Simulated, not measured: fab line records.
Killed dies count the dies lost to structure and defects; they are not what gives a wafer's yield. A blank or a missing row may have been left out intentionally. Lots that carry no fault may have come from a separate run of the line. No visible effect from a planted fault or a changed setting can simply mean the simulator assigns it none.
Which tool did it? | flow berkeleyCmos170 | Sampling: 15 lots, 45 wafers, 4 of 331 route steps

WHAT THE GAUGES READ, wafer by wafer
UCB170_GATE_THK_MEAS_05.
lot  | measured     | on           | GATE_POLY_THK (nm)
L670 | day 5 20:49  | filmMetro-04 | 213.6 215.2 214.5
L671 | day 5 20:50  | filmMetro-03 | 213.9 214.2 214.4
L672 | day 6 16:22  | filmMetro-03 | 216.3 215.9 215.7
L673 | day 7 02:51  | filmMetro-03 | 213.6 213.3 213.5
L675 | day 7 02:50  | filmMetro-04 | 216.4 216.3 215.2
L677 | day 7 14:19  | filmMetro-04 | 177.9 175.6 174.7
L678 | day 7 14:16  | filmMetro-02 | 181.0 178.6 180.0
L680 | day 7 14:16  | filmMetro-04 | 178.3 177.7 176.3
L683 | day 8 09:24  | filmMetro-02 | 214.5 213.8 214.0
L685 | day 9 07:05  | filmMetro-04 | 216.1 216.4 216.2
L687 | day 9 17:58  | filmMetro-02 | 216.5 215.2 214.2
L689 | day 9 20:48  | filmMetro-04 | 215.5 215.0 217.3
L690 | day 9 20:49  | filmMetro-02 | 213.9 215.5 215.0
L691 | day 10 07:17 | filmMetro-02 | 212.2 211.5 211.2
L693 | day 10 07:15 | filmMetro-03 | 213.8 214.3 215.8

UCB170_M2_CD_MEAS_90: the cd target is 700 nm.
lot  | measured     | on       | cdNm (nm)
L670 | day 7 09:35  | cdSem-01 | 701 699 701
L671 | day 7 08:16  | cdSem-02 | 704 704 702
L672 | day 8 00:25  | cdSem-01 | 701 701 698
L673 | day 8 20:44  | cdSem-02 | 702 703 702
L675 | day 8 20:25  | cdSem-01 | 704 698 699
L677 | day 9 02:13  | cdSem-01 | 693 698 693
L678 | day 9 01:47  | cdSem-02 | 698 701 695
L680 | day 9 02:03  | cdSem-02 | 699 699 701
L683 | day 10 02:31 | cdSem-02 | 699 701 696
L685 | day 10 22:07 | cdSem-01 | 695 698 694
L687 | day 11 10:53 | cdSem-02 | 706 702 702
L689 | day 11 13:25 | cdSem-02 | 700 697 700
L690 | day 11 13:43 | cdSem-02 | 702 701 701
L691 | day 11 20:53 | cdSem-02 | 700 702 703
L693 | day 11 21:01 | cdSem-02 | 701 702 705

WHICH TOOL RAN EACH LOT (tool, then ch and the chambers of the sampled wafers, then the start)
lot  | UCB170_GATE_CVD_04          | UCB170_GATE_ETCH_15
L670 | lpcvd-02 ch 0, day 5 19:25  | rieSi-02 ch 0,1,3, day 5 22:18
L671 | lpcvd-02 ch 0, day 5 19:25  | rieSi-01 ch 0,1,3, day 5 22:01
L672 | lpcvd-01 ch 1, day 6 14:58  | rieSi-01 ch 0,1,3, day 6 18:28
L673 | lpcvd-01 ch 0, day 7 01:26  | rieSi-01 ch 0,1, day 7 04:43
L675 | lpcvd-01 ch 1, day 7 01:26  | rieSi-01 ch 1,2,3, day 7 04:52
L677 | lpcvd-02 ch 1, day 7 12:52  | rieSi-02 ch 0,2,3, day 7 16:28
L678 | lpcvd-02 ch 0, day 7 12:52  | rieSi-01 ch 0,1,2, day 7 16:12
L680 | lpcvd-02 ch 1, day 7 12:52  | rieSi-02 ch 0,1,3, day 7 16:02
L683 | lpcvd-01 ch 0, day 8 07:17  | rieSi-01 ch 0,2,3, day 8 10:37
L685 | lpcvd-01 ch 0, day 9 05:40  | rieSi-01 ch 1,2,3, day 9 09:50
L687 | lpcvd-01 ch 1, day 9 16:34  | rieSi-01 ch 1,2,3, day 9 19:08
L689 | lpcvd-01 ch 0, day 9 19:24  | rieSi-02 ch 0,3, day 9 23:13
L690 | lpcvd-01 ch 1, day 9 19:24  | rieSi-02 ch 0,2,3, day 9 23:29
L691 | lpcvd-01 ch 1, day 10 05:49 | rieSi-01 ch 0,1, day 10 10:07
L693 | lpcvd-01 ch 1, day 10 05:49 | rieSi-02 ch 0,3, day 10 09:51
- UCB170_GATE_CVD_04: deposits poly-Si from SiH4, time 1440 s, target thk 214 nm.
- UCB170_GATE_ETCH_15: etches poly-Si in HBr/Cl2, stops on SiO2, time 56.3 s, target depth 278.2 nm.

AS READ BY THE TOOLS THEMSELVES (means over the sampled wafers that have a number; for cases with no such wafer, the mark the record gives instead)
UCB170_GATE_CVD_04.
lot  | tool     | spikeTcSourceC (C) | susceptorTempC (C)
L670 | lpcvd-02 | 628.4              | 610.14
L671 | lpcvd-02 | 628.2              | 610.11
L672 | lpcvd-01 | 628.2              | 610.08
L673 | lpcvd-01 | 628.7              | 610.03
L675 | lpcvd-01 | 628.6              | 610.07
L677 | lpcvd-02 | 627.9              | 610.09
L678 | lpcvd-02 | 628.6              | 609.70
L680 | lpcvd-02 | 628.2              | 610.40
L683 | lpcvd-01 | 628.3              | 610.50
L685 | lpcvd-01 | 628.3              | 610.38
L687 | lpcvd-01 | 628.5              | 610.19
L689 | lpcvd-01 | 629.3              | 609.87
L690 | lpcvd-01 | 629.4              | 610.05
L691 | lpcvd-01 | 628.0              | 610.10
L693 | lpcvd-01 | 629.4              | 610.03

UCB170_GATE_ETCH_15.
lot  | tool     | drypumpMotorCurrentA (A) | oesProductAu (a.u.) | throttleValvePct (%)
L670 | rieSi-02 | 5.60                     | 0.841               | 26.46
L671 | rieSi-01 | 5.56                     | 0.837               | 26.29
L672 | rieSi-01 | 5.54                     | 0.844               | 26.30
L673 | rieSi-01 | 5.45                     | 0.833               | 26.29
L675 | rieSi-01 | 5.74                     | 0.831               | 26.33
L677 | rieSi-02 | 5.46                     | 0.737               | 26.37
L678 | rieSi-01 | 5.47                     | 0.742               | 26.15
L680 | rieSi-02 | 5.61                     | 0.750               | 26.48
L683 | rieSi-01 | 5.59                     | 0.830               | 26.16
L685 | rieSi-01 | 5.73                     | 0.820               | 26.34
L687 | rieSi-01 | 5.74                     | 0.826               | 26.35
L689 | rieSi-02 | 5.39                     | 0.836               | 26.47
L690 | rieSi-02 | 5.46                     | 0.839               | 26.38
L691 | rieSi-01 | 5.44                     | 0.829               | 26.29
L693 | rieSi-02 | 5.40                     | 0.836               | 26.43

THE ANSWER, worked out from the rows above alone
Rule: the usual values come from the lots themselves. Put in order of their means at a reading, lots are off if they are a third of the lots or fewer, leave a main group of 4 or more, and stand apart from it by a gap of 3 or more times the standard deviation of the main group's means; of several such gaps the widest counts. A main group is skipped when, at the precision printed for the reading in the tables above, its means are all equal. A lot without any number at a reading at which 4 lots or more have one is off too. Any other lot the step has rows for is counted as sound. First the gauges in route order, then the tools' own readings, where a lot's mean is used as printed above. The first step at which some lot is off is used, and at that step the reading that is off furthest; a lot without a number counts as furthest.
Off: L677, L678, L680, at UCB170_GATE_THK_MEAS_05 (GATE_POLY_THK). Mean 214.7 nm and standard deviation 1.3 in the main group.
A tool fits if, at a process step before that reading, it ran every lot that is off, and no sound lot after the first of them. The gauges at UCB170_GATE_THK_MEAS_05 aren't tried: what is off there is off at UCB170_GATE_ETCH_15 too, on other tools, and a gauge's error can't cause that. One fits: lpcvd-02 at UCB170_GATE_CVD_04. A fault onset in the window from L670 (day 5 19:25, its last sound lot) to L677 (day 7 12:52, its first lot off) fits.

WHAT THE SIMULATOR HAD INSERTED
Site profile drift: lpcvd-02, from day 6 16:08 on, at UCB170_GATE_CVD_04. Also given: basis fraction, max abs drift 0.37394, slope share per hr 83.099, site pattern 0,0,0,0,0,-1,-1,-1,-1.
Struck lots among those shown: L680, L678, L677. Same finding as the rule above.
